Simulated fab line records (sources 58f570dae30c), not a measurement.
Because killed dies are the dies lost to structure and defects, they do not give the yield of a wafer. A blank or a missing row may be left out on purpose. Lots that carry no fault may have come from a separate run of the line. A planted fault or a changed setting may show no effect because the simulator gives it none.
2 desks looking at one fault ; flow berkeley-cmos170 ; each desk has only its own numbers; what lay behind them comes last

METROLOGY DESK
Means of the sampled wafers that have a number, per lot and without regard to the tool the lot ran on: this is what the gauges read. If a lot's mean is further than 4 standard deviations from the usual mean, the lot is out of limits and carries the mark OUT (the distance appears in the brackets).
Columns: A = PLDD_TW at UCB170_PLDD_TW_MEAS_11, usual 1002; B = PLDD_RS at UCB170_SDANNEAL_RS_MEAS_04, usual 1031.6 ohm/sq
lot;first seen here;A;B
L414;day 6 11:37;990;1031.5
L416;day 6 17:52;992;1033.0
L415;day 6 18:20;996;1032.7
L419;day 7 08:23;994;1033.7
L418;day 7 08:40;994;1029.5
L417;day 7 09:12;1013;1029.1
L421;day 7 21:38;992;1029.2
L420;day 7 22:12;993;1030.3
L423;day 8 08:19;1008;1033.0
L422;day 8 08:34;998;1026.0
L424;day 8 21:11;995;1034.7
L425;day 8 21:37;999;1026.0
L433;day 10 16:13;909 (-9.4) OUT;1353.6 (+99 or more) OUT
L436;day 10 16:56;897 (-11) OUT;1351.7 (+99 or more) OUT
This desk's result: L433, L436 out of limits, first on L433 (PLDD_TW at UCB170_PLDD_TW_MEAS_11), day 10 16:13. Within limits: L414, L416, L415, L419, L418, L417, L421, L420, L423, L422, L424, L425.

THE TOOL OWNER'S DESK: implanter-02
For each lot that ran on this tool, the mean over its sampled wafers that have a number, from the tool's own readings at UCB170_PLDD_IMPLANT_08. If a lot's mean is further than 4 standard deviations from the usual mean, the lot is out of limits and carries the mark OUT (the distance appears in the brackets).
Columns: A = dose-ions-cm2 at UCB170_PLDD_IMPLANT_08, usual 5.001e+13; B = faraday-current-uA at UCB170_PLDD_IMPLANT_08, usual 156
lot;first seen here;A;B
L414;day 6 11:13;4.999e+13;160
L418;day 7 08:19;4.999e+13;158
L420;day 7 21:49;4.995e+13;155
L422;day 8 08:12;5.004e+13;159
L424;day 8 20:49;5.004e+13;156
L433;day 10 15:50;2.066e+13 (-99 or more) OUT;65 (-17) OUT
L436;day 10 16:32;2.068e+13 (-99 or more) OUT;65 (-17) OUT
This desk's verdict: out of limits on L433, L436, starting with L433 at day 10 15:50 (dose-ions-cm2 at UCB170_PLDD_IMPLANT_08). Within limits: L414, L418, L420, L422, L424.

TAKEN TOGETHER
On L433, L436, at day 10 15:50, an alarm was possible from the tool owner's desk.
L433, L436 would have let the metrology desk raise an alarm at day 10 16:13.
The lots listed all ran UCB170_PLDD_IMPLANT_08 on implanter-02.

WHAT THE SIMULATOR HAD PUT IN
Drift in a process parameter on implanter-02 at UCB170_PLDD_IMPLANT_08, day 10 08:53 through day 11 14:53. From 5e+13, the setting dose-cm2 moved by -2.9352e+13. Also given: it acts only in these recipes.
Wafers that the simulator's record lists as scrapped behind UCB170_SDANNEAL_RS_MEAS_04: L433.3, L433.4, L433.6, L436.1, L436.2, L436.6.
Struck lots among those shown: L433, L436.
Fault start to first reading out of limits, in hours, per desk: tool owner, 7; metrology, 7.
